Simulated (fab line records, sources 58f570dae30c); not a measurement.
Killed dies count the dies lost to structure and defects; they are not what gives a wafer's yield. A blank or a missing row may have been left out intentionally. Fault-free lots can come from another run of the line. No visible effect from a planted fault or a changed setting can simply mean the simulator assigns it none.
Matching of chambers ; flow berkeley_cmos170 ; UCB170_ACTIVE_ETCH_15 on rie_diel-04: 3 sister chambers
The step etches Si3N4 in CH3F/Ar/O2, stops on SiO2, target depth 242 nm, time 151 s. 14 wafers are shown with their chamber, then 4 later ones without.

== EACH WAFER AND ITS CHAMBER ==
wafer;chamber;drypump_motor_current_A (A);oes_product_au (a.u.);throttle_valve_pct (%)
L765.2;0;5.1;0.942;8.05
L765.3;3;5.2;0.944;8.07
L765.4;2;6.2;0.925;8.06
L770.1;3;5.2;0.938;8.04
L770.3;0;5.1;0.946;8.05
L770.4;2;6.1;0.926;8.07
L769.1;2;6.2;0.929;8.07
L769.3;3;5.2;0.938;8.03
L769.4;0;5.1;0.934;8.03
L772.2;2;6.2;0.933;8.05
L772.4;0;5.1;0.945;8.04
L772.5;2;6.1;0.928;8.05
L781.1;3;5.2;0.937;8.02
L781.2;2;6.1;0.935;8.06

SIGNATURES (averages over the wafers above)
reading;chamber 0;chamber 2;chamber 3;scatter within a chamber
drypump_motor_current_A;5.100;6.150;5.200;0.0369
oes_product_au;0.94175;0.92933;0.93925;0.00423
throttle_valve_pct;8.0425;8.0600;8.0400;0.0137
Rule: a wafer's distance from a chamber is the root of the sum, over the readings, of the square of ((its reading less the chamber's mean) divided by the reading's scatter). If the next closest chamber is less than 2 further off than the closest, the wafer can't be placed; otherwise it belongs to the closest. The scatter is the square root of a quotient: the sum, over the shown wafers, of each reading's squared deviation from its chamber's mean, divided by wafers minus chambers.

== WAFERS MISSING THEIR CHAMBER ==
wafer;drypump_motor_current_A (A);oes_product_au (a.u.);throttle_valve_pct (%)
L781.5;5.2;0.944;8.05
L785.4;5.2;0.940;8.04
L787.1;5.1;0.945;8.06
L787.5;5.1;0.935;8.06

== EACH ONE'S CHAMBER ==
wafer;from the rows above;in truth
L781.5;can't be placed: 3 or 0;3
L785.4;3;3
L787.1;can't be placed: 0 or 3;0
L787.5;can't be placed: 0 or 3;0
Correctly placed: 1 of 4. These rows do not allow placing 3 (true chamber among the candidates in 3). 0 placed wrongly.
